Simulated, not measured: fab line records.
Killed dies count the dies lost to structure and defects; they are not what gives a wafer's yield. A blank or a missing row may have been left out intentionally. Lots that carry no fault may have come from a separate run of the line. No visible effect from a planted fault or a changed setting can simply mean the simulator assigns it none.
What tool caused it? ; flow rit_cmos ; 14 lots with 42 wafers sampled at 2 steps, on a route of 202 steps

== WHAT THE GAUGES SHOWED, per wafer ==
RIT_ACTIVE_THK_MEAS_04. Usual: for ACTIVE_NITRIDE_THK the level is 150.4 nm and the standard deviation is 1.4.
lot;measured;on;ACTIVE_NITRIDE_THK (nm);flag
L974;day 1 15:59;film_metro-01;151.8 151.2 150.6;
L975;day 1 19:19;film_metro-03;151.2 150.6 151.8;
L976;day 1 23:32;film_metro-01;148.0 148.7 148.4;
L977;day 2 04:34;film_metro-01;151.9 152.4 152.9;
L980;day 2 20:20;film_metro-02;151.2 151.0 149.7;
L981;day 3 02:22;film_metro-02;150.8 151.3 151.0;
L982;day 3 05:53;film_metro-02;150.4 148.2 150.2;
L983;day 3 12:07;film_metro-03;195.0 195.1 195.5;OFF
L985;day 3 21:00;film_metro-01;198.5 198.6 197.5;OFF
L993;day 5 13:06;film_metro-03;148.1 148.3 147.9;
L994;day 5 20:50;film_metro-01;149.9 149.4 149.6;
L995;day 5 22:46;film_metro-03;148.4 148.1 147.8;
L996;day 6 07:18;film_metro-02;149.6 151.6 150.0;
L997;day 6 14:20;film_metro-03;153.2 152.6 152.3;

== WHICH TOOL RAN EACH LOT (tool, then ch and the chambers of the sampled wafers, then the start) ==
lot;RIT_ACTIVE_CVD_03
L974;lpcvd-01 ch 1, day 1 14:34
L975;lpcvd-01 ch 0, day 1 17:54
L976;lpcvd-01 ch 1, day 1 22:07
L977;lpcvd-01 ch 0, day 2 03:07
L980;lpcvd-01 ch 1, day 2 18:53
L981;lpcvd-01 ch 1, day 3 00:57
L982;lpcvd-01 ch 1, day 3 04:28
L983;lpcvd-01 ch 1, day 3 10:42
L985;lpcvd-01 ch 0, day 3 19:34
L993;lpcvd-02 ch 1, day 5 11:40
L994;lpcvd-02 ch 0, day 5 19:25
L995;lpcvd-02 ch 1, day 5 21:20
L996;lpcvd-01 ch 0, day 6 05:53
L997;lpcvd-01 ch 1, day 6 12:54
- RIT_ACTIVE_CVD_03: deposits Si3N4 from SiH2Cl2/NH3, target thk 150 nm, time 1500 s.

== WHAT THE TOOLS THEMSELVES READ (means of the sampled wafers that have a number; where no wafer has one, the mark that the record gives instead) ==
RIT_ACTIVE_CVD_03. Usual: spike_tc_centre_C 811.3 C, standard deviation 1.8; spike_tc_load_C 835.4 C, standard deviation 2.7; spike_tc_source_C 830.4 C, standard deviation 1.7; susceptor_temp_C 810.0 C, standard deviation 0.31; zone_power_source_pct 21.4 %, standard deviation 1.8.
lot;tool;spike_tc_centre_C (C);spike_tc_load_C (C);spike_tc_source_C (C);susceptor_temp_C (C);zone_power_source_pct (%);flag
L974;lpcvd-01;809.6;835.9;829.0;809.9;21.7;
L975;lpcvd-01;813.2;835.3;831.0;810.5;24.4;
L976;lpcvd-01;810.1;835.2;829.9;810.2;21.7;
L977;lpcvd-01;813.5;835.8;833.1;810.2;24.4;
L980;lpcvd-01;810.6;835.4;830.3;809.8;21.5;
L981;lpcvd-01;809.7;835.9;830.0;810.0;21.4;
L982;lpcvd-01;809.6;835.5;829.2;810.3;21.3;
L983;lpcvd-01;824.3;851.4;845.1;825.2;22.4;OFF
L985;lpcvd-01;829.8;849.7;846.5;825.0;25.5;OFF
L993;lpcvd-02;812.0;840.9;827.9;810.3;22.3;
L994;lpcvd-02;813.2;831.9;833.1;810.3;18.9;
L995;lpcvd-02;812.5;840.9;829.4;810.2;22.2;
L996;lpcvd-01;813.3;835.1;832.6;809.8;24.3;
L997;lpcvd-01;809.5;835.9;829.6;809.9;21.1;

== THE ANSWER, worked out from the rows above alone ==
Rule: lot off if the mean of its wafers having a number is beyond 3 standard deviations from the usual mean. Also off: a lot with no number at a reading for which 4 or more lots have one. Where the step has rows for the other lots, those lots are counted as sound. Order of review: gauges by route order, followed by the tools' own readings, for which a lot's mean as printed above is used. At the first step where some lot is off, the reading lying furthest off is the one used; lots without a number count as furthest.
Off: L983, L985, seen at RIT_ACTIVE_THK_MEAS_04 (ACTIVE_NITRIDE_THK).
If a tool, at a process step before that reading, ran all the lots that are off and no sound lot after the first of them, it fits. Not tried: the gauges at RIT_ACTIVE_THK_MEAS_04; whatever is off there is also off at RIT_ACTIVE_CVD_03, on other tools, and gauge error can't account for it. Not one of the candidates tried fits.

== WHAT THE SIMULATOR HAD INSERTED ==
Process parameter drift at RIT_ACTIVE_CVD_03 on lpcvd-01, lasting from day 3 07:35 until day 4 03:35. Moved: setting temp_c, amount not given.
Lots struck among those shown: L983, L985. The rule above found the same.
